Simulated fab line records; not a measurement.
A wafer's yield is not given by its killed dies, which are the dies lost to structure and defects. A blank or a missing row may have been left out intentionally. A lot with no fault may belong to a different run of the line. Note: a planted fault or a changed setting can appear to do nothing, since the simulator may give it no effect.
A struck lot beside a sound one -- flow berkeley-cmos170 -- 15 out of 331 route steps
Sound: wafers L258.1, L258.2, L258.4. Wafers struck: L256.1, L256.5, L256.6. The cause is named last.
Order at every step that has rows: each side's tool, ch and its chambers, its first start. Under that, the readings that differ: sound wafers -- struck wafers -- difference of the means -- sigmas: that difference in standard deviations of wafers without a fault.
alike: words and numbers the same on both sides, and readings whose means are apart by under 2 such deviations; not compared: readings that were withheld, readings missing a value for some wafer, numbers with overlapping values and no deviation given by the record, and bounds like >300 which may hide the same value.
Wherever a step has rows on one side only, a row that says differs or no value, or a row with sigmas, the two part there. Non-overlapping numbers with no deviation appear without sigmas and do not part them. A reading missing from all wafers of one side parts the sides only when that side holds two or more wafers.

UCB170_NSD_CD_MEAS_06 targets a cd of 1200 nm.
  sound on cd-sem-02 at day 12 05:08; struck on cd-sem-01 at day 11 08:08
  alike: cd-nm
UCB170_NSD_OVL_MEAS_07:
  sound on overlay-01 at day 12 05:15; struck on overlay-02 at day 11 08:15
  alike: NSD_OVL
then, 1 step without rows for these wafers: UCB170_NSD_IMPLANT_08.
UCB170_NSD_STRIP_09: strips in O2.
  sound on plasma-asher-04 ch 0,1, day 12 05:26; struck on plasma-asher-02 ch 0,1, day 11 08:26
reading,sound,struck,difference,sigmas
drypump-motor-current-A (A),5.7 6.0 5.7,6.5 6.4 6.6,+0.7,+2
  alike: chamber-pressure-mTorr, oes-product-au, strip-time-to-endpoint-s
  not compared: rf-hours-counter-h
UCB170_NSD_TW_MEAS_10:
  sound on film-metro-02 at day 12 05:32; struck on film-metro-02 at day 11 08:32
  alike: NSD_TW
then, 4 steps without rows for these wafers: UCB170_NSD_CLEAN_11 (cleans in SPM, time 600 s); UCB170_BACKSIDE_HMDS_00 (prime time 60 s); UCB170_BACKSIDE_COAT_01 (resist thk 900 nm); UCB170_BACKSIDE_SOFTBAKE_02 (time 60 s).
UCB170_BACKSIDE_STRIP_03: strips in O2.
  sound on plasma-asher-01 ch 0,1, day 12 06:13; struck on plasma-asher-01 ch 0,1, day 11 09:14
  alike: chamber-pressure-mTorr, drypump-motor-current-A, oes-product-au, strip-time-to-endpoint-s
  not compared: rf-hours-counter-h
then, 1 step without rows for these wafers: UCB170_BACKSIDE_CLEAN_04 (cleans in SPM, time 600 s).
UCB170_SDANNEAL_RTA_00: time 10 s.
  sound on rtp-anneal-01 ch 0, day 12 06:31; struck on rtp-anneal-02 ch 0, day 11 09:30
reading,sound,struck,difference,sigmas
wafer_temp_C_max,906.7 905.5 905.2,903.3 902.9 903.4,-2.6,-2
  alike: lamp-power-pct
UCB170_SDANNEAL_RTA_01: time 5 s.
  sound on rtp-anneal-01 ch 0, day 12 06:35; struck on rtp-anneal-02 ch 0, day 11 09:34
reading,sound,struck,difference,sigmas
lamp-power-pct (%),33.6 33.6 33.6,31.3 31.3 31.2,-2.3,-5
wafer_temp_C_max,1056.3 1057.9 1056.6,1013.9 1015.8 1015.3,-41.9,-32
UCB170_SDANNEAL_RS_MEAS_02: the measuring method here is four-point-probe.
  sound on film-metro-03 at day 12 06:38; struck on film-metro-02 at day 11 09:59
reading,sound,struck,difference,sigmas
PSD_RS (ohm/sq),75.71 75.71 75.81,96.41 96.53 96.34,+20.68,+77
  not compared: hold
UCB170_M3_PROBE_99:
  the record holds rows for the sound wafers here (prober-02, day 13 04:07) but none for the struck ones

## WHERE THEY PART
Earliest at UCB170_NSD_STRIP_09; latest, in this record, at UCB170_M3_PROBE_99.

WHY: the cause the simulator had injected
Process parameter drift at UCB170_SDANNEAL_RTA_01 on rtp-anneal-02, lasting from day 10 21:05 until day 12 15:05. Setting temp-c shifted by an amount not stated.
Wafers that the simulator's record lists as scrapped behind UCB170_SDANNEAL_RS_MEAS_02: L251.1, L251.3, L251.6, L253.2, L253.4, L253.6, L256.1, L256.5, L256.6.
